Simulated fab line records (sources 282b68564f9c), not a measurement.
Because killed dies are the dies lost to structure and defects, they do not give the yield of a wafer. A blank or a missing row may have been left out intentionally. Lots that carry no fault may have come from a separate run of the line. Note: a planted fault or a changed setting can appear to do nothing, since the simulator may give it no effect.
Which tool did it? | flow rit cmos | 14 lots, 42 wafers sampled, at 2 steps of a route of 202

WHAT THE GAUGES READ, wafer by wafer
The record holds no reading of a measuring or inspecting step that can be judged against a usual standard deviation.

WHICH TOOL RAN EACH LOT (tool, then ch and the chambers of the sampled wafers, then the start)
lot  | RIT_M1_SOFTBAKE_05               | RIT_M1_PROBE_99
L138 | litho track-03 ch 0, day 3 10:25 | prober-02, day 3 13:43
L139 | litho track-04 ch 0, day 3 15:19 | prober-01, day 3 18:42
L140 | litho track-04 ch 0, day 3 17:23 | prober-02, day 3 20:47
L141 | litho track-04 ch 0, day 4 04:50 | prober-01, day 4 08:18
L144 | litho track-04 ch 0, day 4 18:13 | prober-01, day 4 21:52
L143 | litho track-03 ch 0, day 4 18:26 | prober-02, day 4 23:22
L146 | litho track-01 ch 0, day 5 09:24 | prober-02, day 5 12:43
L147 | litho track-01 ch 0, day 5 12:01 | prober-01, day 5 15:40
L149 | litho track-01 ch 0, day 5 23:26 | prober-01, day 6 03:02
L151 | litho track-03 ch 0, day 6 04:44 | prober-01, day 7 14:44
L153 | litho track-03 ch 0, day 6 12:14 | prober-02, day 7 15:05
L158 | litho track-03 ch 0, day 7 19:22 | prober-02, day 7 22:47
L159 | litho track-03 ch 0, day 7 23:35 | prober-01, day 8 03:08
L161 | litho track-01 ch 0, day 8 17:33 | prober-02, day 8 20:47
- RIT_M1_SOFTBAKE_05: time 60 s.
- RIT_M1_PROBE_99

WHAT THE TOOLS THEMSELVES READ (means of the sampled wafers that have a number; where no wafer has one, the mark that the record gives instead)
RIT_M1_SOFTBAKE_05.
lot  | tool           | heater power total W (W) | plate temp C (C)
L138 | litho track-03 | 34.56                    | 90.10
L139 | litho track-04 | 34.55                    | 89.96
L140 | litho track-04 | 34.55                    | 90.05
L141 | litho track-04 | 34.56                    | 89.83
L144 | litho track-04 | 34.59                    | 90.04
L143 | litho track-03 | 34.54                    | 90.02
L146 | litho track-01 | 34.56                    | 89.85
L147 | litho track-01 | 34.58                    | 90.05
L149 | litho track-01 | 34.57                    | 90.05
L151 | litho track-03 | 34.53                    | 89.95
L153 | litho track-03 | 34.56                    | 89.99
L158 | litho track-03 | 33.69                    | 88.30
L159 | litho track-03 | 33.69                    | 88.43
L161 | litho track-01 | 34.58                    | 89.99

RIT_M1_PROBE_99.
lot  | tool      | defect limited yield (%) | killed at contacts | killed at front end | killed dies | killed open | killed short | sort_bin_3_pad_short (%) | sort_bin_5_function (%) | sort_bin_6_memory (%) | sort n pass | sort yield pct (%)
L138 | prober-02 | 96.8                     | 0.0                | 8                   | 8           | 5.0         | 3.3          | 0.1                      | 2.5                     | 0.5                   | 256         | 96.8
L139 | prober-01 | 97.8                     | 0.0                | 6                   | 6           | 3.0         | 2.7          | 0.0                      | 1.7                     | 0.5                   | 258         | 97.8
L140 | prober-02 | 97.1                     | 0.0                | 8                   | 8           | 3.0         | 4.7          | 0.0                      | 2.0                     | 0.9                   | 256         | 97.1
L141 | prober-01 | 97.3                     | 0.0                | 7                   | 7           | 4.3         | 2.7          | 0.0                      | 1.9                     | 0.8                   | 257         | 97.3
L144 | prober-01 | 98.2                     | 0.0                | 5                   | 5           | 2.3         | 2.3          | 0.1                      | 1.2                     | 0.5                   | 259         | 98.2
L143 | prober-02 | 98.4                     | 0.0                | 4                   | 4           | 2.0         | 2.3          | 0.1                      | 0.8                     | 0.8                   | 260         | 98.4
L146 | prober-02 | 97.4                     | 0.7                | 6                   | 7           | 3.0         | 3.7          | 0.0                      | 1.4                     | 1.2                   | 257         | 97.4
L147 | prober-01 | 98.9                     | 0.0                | 3                   | 3           | 1.0         | 2.0          | 0.3                      | 0.7                     | 0.3                   | 261         | 98.9
L149 | prober-01 | 97.6                     | 0.0                | 6                   | 6           | 4.0         | 2.0          | 0.1                      | 0.9                     | 1.4                   | 258         | 97.6
L151 | prober-01 | 97.1                     | 0.0                | 8                   | 8           | 3.3         | 4.3          | 0.5                      | 1.9                     | 0.5                   | 256         | 97.1
L153 | prober-02 | 97.6                     | 0.3                | 6                   | 6           | 3.3         | 3.0          | 0.1                      | 1.5                     | 0.8                   | 258         | 97.6
L158 | prober-02 | 95.5                     | 0.0                | 12                  | 12          | 6.3         | 5.7          | 0.1                      | 3.0                     | 1.4                   | 252         | 95.5
L159 | prober-01 | 98.1                     | 0.0                | 5                   | 5           | 2.0         | 2.7          | 0.0                      | 1.1                     | 0.8                   | 259         | 98.1
L161 | prober-02 | 98.2                     | 0.0                | 5                   | 5           | 2.7         | 2.0          | 0.0                      | 0.9                     | 0.9                   | 259         | 98.2

THE ANSWER, worked out from the rows above alone
Rule: the lots themselves supply what counts as usual. Put in order of their means at a reading, lots are off if they are a third of the lots or fewer, leave a main group of 4 or more, and stand apart from it by a gap of 3 or more times the standard deviation of the main group's means; of several such gaps the widest counts. A main group is skipped when, at the precision printed for the reading in the tables above, its means are all equal. A lot without any number at a reading at which 4 lots or more have one is off too. All remaining lots with rows at the step are treated as sound. First the gauges in route order, then the tools' own readings, where a lot's mean is used as printed above. At the first step where some lot is off, the reading lying furthest off is the one used; lots without a number count as furthest.
Off, at RIT_M1_SOFTBAKE_05 on heater power total W: L158, L159. The main group: mean 34.56 W, standard deviation 0.017.
If a tool, at that step or one of the process steps before it, ran each lot that is off and ran no sound lot following the first of them, it fits. One fits: RIT_M1_SOFTBAKE_05 on litho track-03. A fault onset in the window from L153 (day 6 12:14, its last sound lot) to L158 (day 7 19:22, its first lot off) fits.
The tool's own readings at RIT_M1_SOFTBAKE_05 bear it out: on the lots that are off they differ by more than 5 times the standard deviation of the sound lots' means. heater power total W reads 33.69 W there against 34.56 W on the sound lots; plate temp C reads 88.37 C there against 89.99 C on the sound lots.

WHAT THE SIMULATOR HAD PUT IN
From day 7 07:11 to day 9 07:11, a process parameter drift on litho track-03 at RIT_M1_SOFTBAKE_05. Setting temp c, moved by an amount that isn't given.
Shown lots that were struck: L158, L159. This agrees with what the rule above found.
